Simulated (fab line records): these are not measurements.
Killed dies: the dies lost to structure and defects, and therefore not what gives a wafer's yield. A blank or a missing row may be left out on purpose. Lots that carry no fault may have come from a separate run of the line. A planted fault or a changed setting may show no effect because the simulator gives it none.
Which of the tools did it? :: flow rit cmos :: 39 wafers from 13 lots sampled at 3 of the route's 202 steps

## WHAT THE GAUGES SHOWED, per wafer
RIT_CONTACT_CD_MEAS_90 targets a cd of 1000 nm. Usual: cd nm reads 1000.0 nm (standard deviation 2.5).
lot: L151
measured: day 3 10:01
on: cd sem-02
cd nm (nm): 999.2 1000.3 999.9
flag: 

lot: L153
measured: day 3 20:21
on: cd sem-02
cd nm (nm): 1000.0 1000.7 999.5
flag: 

lot: L154
measured: day 4 02:41
on: cd sem-01
cd nm (nm): 997.4 998.1 998.3
flag: 

lot: L155
measured: day 4 09:45
on: cd sem-02
cd nm (nm): 1002.2 998.0 999.1
flag: 

lot: L156
measured: day 4 11:55
on: cd sem-01
cd nm (nm): 1001.0 1002.6 1000.6
flag: 

lot: L159
measured: day 4 21:08
on: cd sem-01
cd nm (nm): 999.8 1000.3 1000.9
flag: 

lot: L160
measured: day 5 03:10
on: cd sem-02
cd nm (nm): 999.9 1000.2 1002.3
flag: 

lot: L161
measured: day 5 10:37
on: cd sem-02
cd nm (nm): 998.4 998.2 998.3
flag: 

lot: L162
measured: day 5 13:13
on: cd sem-01
cd nm (nm): 999.6 997.7 1000.7
flag: 

lot: L163
measured: day 5 17:38
on: cd sem-02
cd nm (nm): 1000.7 1001.6 1003.1
flag: 

lot: L170
measured: day 7 03:45
on: cd sem-02
cd nm (nm): 1001.6 1001.2 1000.4
flag: 

lot: L172
measured: day 7 15:38
on: cd sem-02
cd nm (nm): 1002.1 1003.2 1002.8
flag: 

lot: L173
measured: day 7 20:05
on: cd sem-01
cd nm (nm): 997.7 995.5 998.5
flag: 

RIT_M1_OVL_MEAS_10. Usual: M1_OVL gives -0.4 nm (standard deviation 1.4).
lot: L151
measured: day 3 12:06
on: overlay-01
M1_OVL (nm): -1.5 -1.6 -0.3
flag: 

lot: L153
measured: day 3 22:36
on: overlay-02
M1_OVL (nm): -0.3 -0.3 -0.7
flag: 

lot: L154
measured: day 4 04:47
on: overlay-01
M1_OVL (nm): 1.6 -0.4 1.3
flag: 

lot: L155
measured: day 4 11:57
on: overlay-02
M1_OVL (nm): -0.6 -1.1 2.1
flag: 

lot: L156
measured: day 4 14:01
on: overlay-02
M1_OVL (nm): -0.5 -1.9 -0.3
flag: 

lot: L159
measured: day 4 23:13
on: overlay-02
M1_OVL (nm): -1.4 -1.6 0.0
flag: 

lot: L160
measured: day 5 05:08
on: overlay-01
M1_OVL (nm): 0.8 2.0 1.7
flag: 

lot: L161
measured: day 5 12:43
on: overlay-01
M1_OVL (nm): -1.5 -1.8 2.0
flag: 

lot: L162
measured: day 5 15:18
on: overlay-01
M1_OVL (nm): 1.8 0.9 1.6
flag: 

lot: L163
measured: day 5 19:35
on: overlay-01
M1_OVL (nm): -0.8 -0.7 0.7
flag: 

lot: L170
measured: day 7 06:02
on: overlay-01
M1_OVL (nm): -2.6 -2.6 1.9
flag: 

lot: L172
measured: day 7 17:43
on: overlay-01
M1_OVL (nm): -0.7 -1.0 -1.5
flag: 

lot: L173
measured: day 7 22:13
on: overlay-01
M1_OVL (nm): -0.1 -0.4 -1.1
flag: 

## WHAT TOOL EACH LOT RAN ON (gives the tool, then ch and the chambers of the sampled wafers, and finally the start)
lot: L151
RIT_CONTACT_CVD_00: pecvd-02 ch 1,2, day 3 08:14

lot: L153
RIT_CONTACT_CVD_00: pecvd-03 ch 0,1, day 3 18:27

lot: L154
RIT_CONTACT_CVD_00: pecvd-02 ch 0,1,2, day 4 00:48

lot: L155
RIT_CONTACT_CVD_00: pecvd-01 ch 0,1, day 4 07:46

lot: L156
RIT_CONTACT_CVD_00: pecvd-03 ch 0,1, day 4 09:49

lot: L159
RIT_CONTACT_CVD_00: pecvd-03 ch 1,2, day 4 19:15

lot: L160
RIT_CONTACT_CVD_00: pecvd-02 ch 1, day 5 01:22

lot: L161
RIT_CONTACT_CVD_00: pecvd-01 ch 0,1,2, day 5 08:41

lot: L162
RIT_CONTACT_CVD_00: pecvd-03 ch 0,2, day 5 11:09

lot: L163
RIT_CONTACT_CVD_00: pecvd-02 ch 1,2, day 5 15:39

lot: L170
RIT_CONTACT_CVD_00: pecvd-01 ch 0,1,2, day 7 02:00

lot: L172
RIT_CONTACT_CVD_00: pecvd-02 ch 0,1, day 7 13:43

lot: L173
RIT_CONTACT_CVD_00: pecvd-01 ch 1,2, day 7 18:19
- RIT_CONTACT_CVD_00: deposits SiO2 from TEOS, target thk 400 nm, time 61 s.

## WHAT THE TOOLS THEMSELVES READ (means of the sampled wafers that have a number; where no wafer has one, the mark that the record gives instead)
RIT_CONTACT_CVD_00. Usual: heater power w 310 W, standard deviation 53; susceptor temp C 389.99 C, standard deviation 0.24.
lot: L151
tool: pecvd-02
heater power w (W): 317
susceptor temp C (C): 389.78
flag: 

lot: L153
tool: pecvd-03
heater power w (W): 296
susceptor temp C (C): 389.99
flag: 

lot: L154
tool: pecvd-02
heater power w (W): 305
susceptor temp C (C): 390.12
flag: 

lot: L155
tool: pecvd-01
heater power w (W): 318
susceptor temp C (C): 389.92
flag: 

lot: L156
tool: pecvd-03
heater power w (W): 350
susceptor temp C (C): 389.67
flag: 

lot: L159
tool: pecvd-03
heater power w (W): 364
susceptor temp C (C): 390.25
flag: 

lot: L160
tool: pecvd-02
heater power w (W): 348
susceptor temp C (C): 389.91
flag: 

lot: L161
tool: pecvd-01
heater power w (W): 308
susceptor temp C (C): 390.15
flag: 

lot: L162
tool: pecvd-03
heater power w (W): 369
susceptor temp C (C): 390.06
flag: 

lot: L163
tool: pecvd-02
heater power w (W): 296
susceptor temp C (C): 389.92
flag: 

lot: L170
tool: pecvd-01
heater power w (W): 298
susceptor temp C (C): 389.86
flag: 

lot: L172
tool: pecvd-02
heater power w (W): 306
susceptor temp C (C): 390.00
flag: 

lot: L173
tool: pecvd-01
heater power w (W): 282
susceptor temp C (C): 389.80
flag: 

## THE ANSWER, worked out from the rows above alone
Rule: lot off if the mean of its wafers having a number is beyond 3 standard deviations from the usual mean. A lot without any number at a reading at which 4 lots or more have one is off too. The other lots that the step has rows for count as sound. After the gauges, taken in route order, come the tools' own readings; for these a lot's mean is taken, as printed above. The first step at which some lot is off is used, and at that step the reading that is off furthest; a lot without a number counts as furthest.
None of the lots is off at any reading shown; this tells nothing.

## WHAT THE SIMULATOR HAD INSERTED
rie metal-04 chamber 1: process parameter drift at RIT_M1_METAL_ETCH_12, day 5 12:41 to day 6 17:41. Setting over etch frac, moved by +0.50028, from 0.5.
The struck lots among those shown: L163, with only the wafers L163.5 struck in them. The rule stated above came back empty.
